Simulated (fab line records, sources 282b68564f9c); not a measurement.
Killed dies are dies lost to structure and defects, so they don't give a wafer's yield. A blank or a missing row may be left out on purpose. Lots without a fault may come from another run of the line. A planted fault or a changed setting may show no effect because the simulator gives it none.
A struck lot beside a sound one | flow rit_cmos | 44 steps out of a route of 202
Sound: wafers L774.2, L774.3, L774.5. Struck: wafers L782.1, L782.3, L782.5. The cause comes at the end.
At each step with rows: each side's tool, then ch and its chambers, then its first start. Under that, the readings that differ: sound wafers | struck wafers | difference of the means | sigmas: that difference in standard deviations of wafers without a fault.
alike: readings whose means differ by less than 2 such deviations, and words and numbers that are the same on both sides. not compared: withheld readings, readings that some wafer has no value for, bounds like >300 that may hide the same value, and numbers for which the record gives no deviation and whose values overlap.
The two part at a step that has a row with sigmas, a row that says differs or no value, or rows on one side only. Numbers that don't overlap but have no deviation are shown without sigmas and don't part them. A reading that every wafer of one side lacks parts them only if that side has two wafers or more.

first, 2 steps without rows for these wafers: RIT_NLDD_HARDBAKE_07 (time 60 s); RIT_NLDD_IMPLANT_08.
RIT_NLDD_STRIP_09: strips in O2, time 180 s.
  sound on plasma_asher-01 ch 0,1, day 3 14:28; struck on plasma_asher-01 ch 0, day 5 09:13
  alike: drypump_motor_current_A
  not compared: rf_hours_counter_h
RIT_NLDD_TW_MEAS_10:
  sound on film_metro-03, day 3 14:39; struck on film_metro-02, day 5 09:23
  alike: NLDD_TW
then, 6 steps without rows for these wafers: RIT_PLDD_HMDS_00 (prime time 60 s); RIT_PLDD_COAT_01 (resist thk 1000 nm); RIT_PLDD_SOFTBAKE_02 (time 60 s); RIT_PLDD_EXPOSE_03 (exposes mask M8, target cd 40900 nm); RIT_PLDD_PEB_04; RIT_PLDD_DEVELOP_05 (develop time 50 s).
RIT_PLDD_OVL_MEAS_06:
  sound on overlay-02, day 3 15:41; struck on overlay-01, day 5 10:40
  alike: PLDD_OVL
then, 1 step without rows for these wafers: RIT_PLDD_HARDBAKE_07 (time 60 s).
RIT_PLDD_IMPLANT_08:
  sound on implanter-04 ch 0, day 3 15:53; struck on implanter-04 ch 0, day 5 10:59
  reading                          | sound                         | struck                      | difference | sigmas
  dose_ions_cm2                    | 9.011e+14 9.011e+14 8.996e+14 | 1.792e+14 1.794e+14 1.8e+14 | -7.211e+14 | -99 or more
  end_station_pressure_torr (Torr) | 7.3e-06 6.9e-06 8e-06         | 5.3e-06 5.3e-06 5.2e-06     | -2.1e-06   | -5
  faraday_current_uA               | 2745 2796 2766                | 571 582 569                 | -2195      | -41
RIT_PLDD_STRIP_09: strips in O2, time 180 s.
  sound on plasma_asher-04 ch 1, day 3 16:01; struck on plasma_asher-01 ch 0,1, day 5 11:08
  reading                     | sound       | struck      | difference | sigmas
  drypump_motor_current_A (A) | 6.5 6.5 6.5 | 6.0 5.2 5.2 | -1.0       | -2
  not compared: rf_hours_counter_h
RIT_PLDD_TW_MEAS_10:
  sound on film_metro-03, day 3 16:11; struck on film_metro-02, day 5 11:18
  reading | sound          | struck         | difference | sigmas
  PLDD_TW | 2338 2342 2350 | 1458 1459 1478 | -878       | -68
then, 4 steps without rows for these wafers: RIT_SPACER_CLEAN_00 (cleans in SC1, time 600 s); RIT_SPACER_CLEAN_01 (cleans in dHF, time 30 s); RIT_SPACER_CLEAN_02 (cleans in SC2, time 600 s); RIT_SPACER_CVD_03 (deposits Si3N4 from SiH2Cl2/NH3, target thk 250 nm, time 3300 s).
RIT_SPACER_THK_MEAS_04:
  sound on film_metro-03, day 3 18:33; struck on film_metro-03, day 5 14:40
  alike: SPACER_NITRIDE_THK
RIT_SPACER_ETCHBACK_05: etches Si3N4 in SF6/CHF3, stops on SiO2, target depth 250 nm, time 240 s.
  sound on rie_diel-02 ch 0,1,3, day 3 18:36; struck on rie_diel-02 ch 0,1,3, day 5 14:44
  alike: drypump_motor_current_A, oes_product_au, throttle_valve_pct
  not compared: rf_hours_counter_h
then, 6 steps without rows for these wafers: RIT_NSD_HMDS_00 (prime time 60 s); RIT_NSD_COAT_01 (resist thk 1000 nm); RIT_NSD_SOFTBAKE_02 (time 60 s); RIT_NSD_EXPOSE_03 (exposes mask M9, target cd 40700 nm); RIT_NSD_PEB_04; RIT_NSD_DEVELOP_05 (develop time 50 s).
RIT_NSD_OVL_MEAS_06:
  sound on overlay-02, day 3 19:37; struck on overlay-02, day 5 15:57
  alike: NSD_OVL
then, 2 steps without rows for these wafers: RIT_NSD_HARDBAKE_07 (time 60 s); RIT_NSD_IMPLANT_08.
RIT_NSD_STRIP_09: strips in O2, time 180 s.
  sound on plasma_asher-04 ch 0,1, day 3 19:56; struck on plasma_asher-01 ch 0,1, day 5 16:21
  alike: drypump_motor_current_A
  not compared: rf_hours_counter_h
RIT_NSD_TW_MEAS_10:
  sound on film_metro-02, day 3 20:07; struck on film_metro-03, day 5 16:31
  alike: NSD_TW
then, 6 steps without rows for these wafers: RIT_PSD_HMDS_00 (prime time 60 s); RIT_PSD_COAT_01 (resist thk 1000 nm); RIT_PSD_SOFTBAKE_02 (time 60 s); RIT_PSD_EXPOSE_03 (exposes mask M10, target cd 40900 nm); RIT_PSD_PEB_04; RIT_PSD_DEVELOP_05 (develop time 50 s).
RIT_PSD_OVL_MEAS_06:
  sound on overlay-02, day 3 21:02; struck on overlay-01, day 5 17:26
  alike: PSD_OVL
then, 2 steps without rows for these wafers: RIT_PSD_HARDBAKE_07 (time 60 s); RIT_PSD_IMPLANT_08.
RIT_PSD_STRIP_09: strips in O2, time 180 s.
  sound on plasma_asher-04 ch 0,1, day 3 21:22; struck on plasma_asher-03 ch 0,1, day 5 17:46
  alike: drypump_motor_current_A
  not compared: rf_hours_counter_h
RIT_SDANNEAL_RS_MEAS_06: measures by four-point-probe.
  sound on film_metro-04, day 3 22:18; struck on film_metro-03, day 5 18:40
  reading          | sound             | struck            | difference | sigmas
  PLDD_RS (ohm/sq) | 179.8 179.6 179.4 | 610.7 601.7 595.3 | +423.0     | +99 or more
RIT_M1_PROBE_99:
  sound on prober-01, day 4 06:31; struck on prober-01, day 6 02:09
  alike: killed_at_contacts, killed_at_front_end, killed_dies, killed_open, killed_short

WHERE THEY PART
First at RIT_PLDD_IMPLANT_08; last, within this record, at RIT_SDANNEAL_RS_MEAS_06. Later steps at which nothing parts them and some readings are alike: RIT_M1_PROBE_99.

WHY: what the simulator had put in
Process parameter drift: implanter-04, from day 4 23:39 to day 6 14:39, at RIT_PLDD_IMPLANT_08. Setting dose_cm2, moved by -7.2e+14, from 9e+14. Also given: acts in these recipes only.
